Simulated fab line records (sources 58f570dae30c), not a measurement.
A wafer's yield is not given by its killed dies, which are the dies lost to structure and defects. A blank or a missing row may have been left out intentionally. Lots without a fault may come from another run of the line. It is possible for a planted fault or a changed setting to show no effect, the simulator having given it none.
Matching of chambers + flow berkeley cmos170 + rie diel-01 running UCB170_NWELL_ETCH_13: 4 sister chambers
The step etches Si3N4 in CH3F/Ar/O2, stops on SiO2, target depth 246.4 nm, time 154 s. 8 wafers are shown with their chamber, then 7 later ones without.

== WAFERS, EACH WITH ITS CHAMBER ==
| wafer  | chamber | drypump motor current A (A) | throttle valve pct (%) |
|--------|---------|-----------------------------|------------------------|
| L763.1 | 2       | 5.7                         | 8.20                   |
| L763.4 | 0       | 6.3                         | 8.16                   |
| L767.4 | 2       | 5.7                         | 8.22                   |
| L767.5 | 3       | 6.6                         | 7.81                   |
| L778.3 | 0       | 6.2                         | 8.14                   |
| L778.5 | 1       | 5.6                         | 8.08                   |
| L780.2 | 1       | 5.6                         | 8.06                   |
| L780.3 | 3       | 6.6                         | 7.82                   |

== WAFERS MISSING THEIR CHAMBER ==
| wafer  | drypump motor current A (A) | throttle valve pct (%) |
|--------|-----------------------------|------------------------|
| L780.5 | 6.6                         | 7.83                   |
| L783.1 | 6.3                         | 8.13                   |
| L783.4 | 5.6                         | 8.06                   |
| L783.5 | 6.6                         | 7.83                   |
| L785.1 | 5.7                         | 8.20                   |
| L785.3 | 6.2                         | 8.13                   |
| L785.5 | 5.6                         | 8.08                   |

== CHAMBER TAKEN BY EACH ==
| wafer  | from the rows above | in truth |
|--------|---------------------|----------|
| L780.5 | 3                   | 3        |
| L783.1 | 0                   | 0        |
| L783.4 | 1                   | 1        |
| L783.5 | 3                   | 3        |
| L785.1 | 2                   | 2        |
| L785.3 | 0                   | 0        |
| L785.5 | 1                   | 1        |
Correctly placed: 7 of 7. Left unplaced by these rows: 0. Placed wrongly: 0.
How it was worked out, from the rows above alone: a wafer's distance from a chamber is the root of the sum, over the readings, of the square of ((its reading less the chamber's mean) divided by the reading's scatter). If the next closest chamber is less than 2 further off than the closest, the wafer can't be placed; otherwise it belongs to the closest. A chamber's mean is the mean of its shown wafers. The scatter is the square root of a quotient: the sum, over the shown wafers, of each reading's squared deviation from its chamber's mean, divided by wafers minus chambers.
